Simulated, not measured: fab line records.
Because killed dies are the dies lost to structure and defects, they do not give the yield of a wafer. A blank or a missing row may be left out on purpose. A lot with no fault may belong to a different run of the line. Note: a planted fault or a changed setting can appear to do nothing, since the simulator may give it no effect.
Chamber matching -- flow berkeleyCmos170 -- UCB170_V2_CMP_02 on cmp-01: 4 sister chambers
The step polishes SiO2. 8 wafers are shown with their chamber, then 8 later ones without.

WAFERS WITH THEIR CHAMBER
wafer,chamber,motorCurrentA (A)
L717.4,1,15.5
L717.5,2,18.0
L715.4,0,19.0
L715.6,1,15.0
L718.1,0,18.0
L719.4,2,18.5
L719.5,3,14.4
L721.1,3,15.2

WAFERS MISSING THEIR CHAMBER
wafer,motorCurrentA (A)
L721.2,15.6
L721.4,18.5
L727.2,14.7
L727.3,18.4
L727.6,14.7
L735.3,18.4
L735.4,18.0
L735.6,15.5

THE CHAMBER EACH PASSED THROUGH
wafer,from the rows above,in truth
L721.2,can't be placed: 1 or 3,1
L721.4,can't be placed: 0 or 2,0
L727.2,can't be placed: 3 or 1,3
L727.3,can't be placed: 0 or 2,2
L727.6,can't be placed: 3 or 1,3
L735.3,can't be placed: 0 or 2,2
L735.4,can't be placed: 2 or 0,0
L735.6,can't be placed: 1 or 3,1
Correctly placed: 0 of 8. Cannot be placed on the basis of these rows: 8; the candidates contain the true chamber in 8. Wrongly placed: 0.
How it was worked out, from the rows above alone: a wafer's distance from a chamber is the root of the sum, over the readings, of the square of ((its reading less the chamber's mean) divided by the reading's scatter). The wafer belongs to the nearest chamber; if the next one is less than 2 further off, it can't be placed. Each chamber's mean is taken over the wafers shown for it. The scatter: the root of (the sum of the squares of (reading less its chamber's mean) over the shown wafers, divided by (wafers less chambers)).
